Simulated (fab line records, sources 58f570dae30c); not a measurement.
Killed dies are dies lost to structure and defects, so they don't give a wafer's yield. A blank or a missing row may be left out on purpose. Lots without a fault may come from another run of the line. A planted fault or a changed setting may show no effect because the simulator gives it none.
Tool commonality check | flow berkeley_cmos170 | 14 lots, 42 wafers sampled

WHY IT WAS OPENED
At UCB170_ACTIVE_THK_MEAS_06 the reading ACTIVE_NITRIDE_THK is flagged on 2 of 14 lots. Wafers without a fault read 221.5 nm, standard deviation 1.5.
Rule: a lot is flagged when every wafer of it that has a number lies more than 4 standard deviations from that mean, or none has a number. The other lots count as sound.

lot  | measured    | on            | ACTIVE_NITRIDE_THK (nm), wafer by wafer | flag
L963 | day 4 02:37 | film_metro-03 | 220.3 219.9 221.3                       |
L964 | day 4 07:30 | film_metro-03 | 220.6 220.8 221.6                       |
L965 | day 4 12:34 | film_metro-03 | 222.8 223.9 222.1                       |
L966 | day 4 19:32 | film_metro-01 | 222.5 222.9 222.4                       |
L971 | day 5 23:12 | film_metro-03 | 218.4 220.1 218.2                       |
L973 | day 6 11:13 | film_metro-01 | 220.2 220.9 223.5                       |
L975 | day 6 21:53 | film_metro-03 | 222.1 222.3 222.1                       |
L976 | day 6 21:53 | film_metro-01 | 223.0 223.1 222.2                       |
L977 | day 7 05:20 | film_metro-01 | 221.7 221.6 221.9                       |
L979 | day 7 05:28 | film_metro-01 | 220.5 220.5 220.7                       |
L980 | day 7 16:13 | film_metro-04 | 233.2 265.7 280.3                       | FLAGGED
L981 | day 7 16:14 | film_metro-01 | 239.5 257.4 268.8                       | FLAGGED
L984 | day 8 12:58 | film_metro-03 | 220.9 222.8 220.2                       |
L986 | day 8 19:28 | film_metro-03 | 220.4 219.7 220.9                       |
The numbers of the flagged lots are 257.5 nm on average: +36.0 nm against the usual, or +24 standard deviations.

WHICH TOOL RAN EACH LOT
The record holds 1 process step before the reading, out of a route of 331 steps. In each cell: the tool, then ch and the chambers that the sampled wafers went through, then the start.
lot  | flag    | UCB170_ACTIVE_CVD_05
L963 |         | lpcvd-02 ch 1, day 4 00:42
L964 |         | lpcvd-02 ch 0, day 4 05:34
L965 |         | lpcvd-02 ch 0, day 4 10:39
L966 |         | lpcvd-02 ch 1, day 4 17:37
L971 |         | lpcvd-01 ch 1, day 5 21:16
L973 |         | lpcvd-02 ch 0, day 6 09:17
L975 |         | lpcvd-02 ch 0, day 6 19:57
L976 |         | lpcvd-02 ch 0, day 6 19:57
L977 |         | lpcvd-02 ch 0, day 7 03:19
L979 |         | lpcvd-02 ch 1, day 7 03:19
L980 | FLAGGED | lpcvd-02 ch 1, day 7 14:18
L981 | FLAGGED | lpcvd-02 ch 1, day 7 14:18
L984 |         | lpcvd-01 ch 0, day 8 11:03
L986 |         | lpcvd-01 ch 0, day 8 17:32
What these steps do:
- UCB170_ACTIVE_CVD_05: deposits Si3N4 from SiH2Cl2/NH3, target thk 220 nm, time 3300 s.
- UCB170_ACTIVE_THK_MEAS_06

FLAGGED OVER TOTAL, TOOL BY TOOL (the gauges that took the reading come last)
step                      | tool          | lots run | flagged | share of the flagged lots | sound lots run after its first flagged lot
UCB170_ACTIVE_CVD_05      | lpcvd-01      | 3        | 0       | none                      | -
UCB170_ACTIVE_CVD_05      | lpcvd-02      | 11       | 2       | all                       | 0
UCB170_ACTIVE_THK_MEAS_06 | film_metro-01 | 6        | 1       | some                      | 0
UCB170_ACTIVE_THK_MEAS_06 | film_metro-03 | 7        | 0       | none                      | -
UCB170_ACTIVE_THK_MEAS_06 | film_metro-04 | 1        | 1       | some                      | 0

WHAT THE TABLE ALLOWS
1 row of the table ran every flagged lot: lpcvd-02 at UCB170_ACTIVE_CVD_05.
- lpcvd-02 at UCB170_ACTIVE_CVD_05: 2 of its 11 lots flagged. Its last sound lot is L977 (day 7 03:19), its first flagged lot L980 (day 7 14:18): a fault that began between those two fits. Its own readings lie more than 4 standard deviations out on every wafer of the flagged lots: spike_tc_centre_C, zone_power_centre_pct.
One tool is left: lpcvd-02 at UCB170_ACTIVE_CVD_05.

WHAT THE SIMULATOR HAD PUT IN
Process parameter drift: lpcvd-02, from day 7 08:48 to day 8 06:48, at UCB170_ACTIVE_CVD_05. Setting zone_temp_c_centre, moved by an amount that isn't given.
Lots struck among those shown: L980, L981. The rule above found the same.
